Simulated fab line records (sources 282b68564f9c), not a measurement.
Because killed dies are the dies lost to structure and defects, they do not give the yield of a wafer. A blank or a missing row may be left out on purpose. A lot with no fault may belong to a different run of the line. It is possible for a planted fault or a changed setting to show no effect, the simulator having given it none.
Struck lot and sound lot, side by side :: flow rit-cmos :: 15 out of 202 route steps
Sound: the wafers L528.3, L528.4, L528.5. Struck: wafers L534.1, L534.6 (left out: L534.5, a lot-mate that was not struck); the cause follows at the end.
For every step that has rows: the tool of each side, followed by ch and its chambers, followed by its first start. Under that, the readings that differ: sound wafers :: struck wafers :: difference of the means :: sigmas: that difference in standard deviations of wafers without a fault.
alike: words and numbers the same on both sides, and readings whose means are apart by under 2 such deviations; not compared: readings that were withheld, readings missing a value for some wafer, numbers with overlapping values and no deviation given by the record, and bounds like >300 which may hide the same value.
A row with sigmas, a row that says differs or no value, or rows on one side alone: a step with any of these is where the two part. When numbers do not overlap yet have no deviation, they are printed without sigmas and do not part them. A reading missing from all wafers of one side parts the sides only when that side holds two or more wafers.

RIT_CONTACT_CVD_00: deposits SiO2 from TEOS, target thk 400 nm, time 63.28 s.
  sound on pecvd-04 ch 0,2, day 3 12:16; struck on pecvd-04 ch 2, day 4 20:08
  alike: heater-power-w
RIT_CONTACT_THK_MEAS_01:
  sound on film-metro-04 at day 3 12:21; struck on film-metro-04 at day 4 20:11
  alike: CONTACT_TEOS_THK
then, 6 steps without rows for these wafers: RIT_CONTACT_HMDS_02 (prime time 60 s); RIT_CONTACT_COAT_03 (resist thk 1000 nm); RIT_CONTACT_SOFTBAKE_04 (time 60 s); RIT_CONTACT_EXPOSE_05 (exposes mask M11, target cd 1000 nm); RIT_CONTACT_PEB_06; RIT_CONTACT_DEVELOP_07 (develop time 120 s).
RIT_CONTACT_CD_MEAS_08: the cd target is 1000 nm.
  sound on cd-sem-01 at day 3 13:31; struck on cd-sem-01 at day 4 21:20
  alike: cd-nm
RIT_CONTACT_OVL_MEAS_09:
  sound on overlay-01 at day 3 13:37; struck on overlay-02 at day 4 21:28
  alike: CONTACT_OVL
then, 1 step without rows for these wafers: RIT_CONTACT_HARDBAKE_10 (time 60 s).
RIT_CONTACT_ETCH_11: etches SiO2 in CHF3/CF4/Ar, stops on TiSi2, target depth 480 nm, time 320 s.
  sound on rie-diel-01 ch 1,2,3, day 3 13:47; struck on rie-diel-02 ch 1,3, day 4 21:38
  alike: chamber-pressure-mTorr, drypump-motor-current-A, oes-product-au, throttle-valve-pct
  not compared: rf-hours-counter-h
RIT_CONTACT_STRIP_12: strips in O2, time 180 s.
  sound on plasma-asher-02 ch 0,1, day 3 14:02; struck on plasma-asher-01 ch 1, day 4 21:50
reading: run-length-s (s)
sound: 208.4 208.1 208.0
struck: 233.1 232.4
difference: +24.6
sigmas: +70
  alike: chamber-pressure-mTorr, drypump-motor-current-A, rf-refl-power-W
  not compared: rf-hours-counter-h
RIT_CONTACT_CD_MEAS_90: the cd target is 1000 nm.
  sound on cd-sem-01 at day 3 14:11; struck on cd-sem-01 at day 4 22:01
  alike: cd-nm
RIT_M1_PROBE_99:
  sound on prober-02 at day 3 18:44; struck on prober-02 at day 5 02:41
  alike: killed_at_M0_to_M3, killed-at-contacts, killed-at-front-end, killed-dies, killed-open, killed-short

WHERE THEY PART
Only at RIT_CONTACT_STRIP_12, within this record. Later steps at which nothing parts them and some readings are alike: RIT_CONTACT_CD_MEAS_90, RIT_M1_PROBE_99.

WHY: what the simulator had put in
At RIT_CONTACT_STRIP_12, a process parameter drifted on plasma-asher-01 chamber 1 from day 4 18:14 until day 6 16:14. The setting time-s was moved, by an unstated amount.
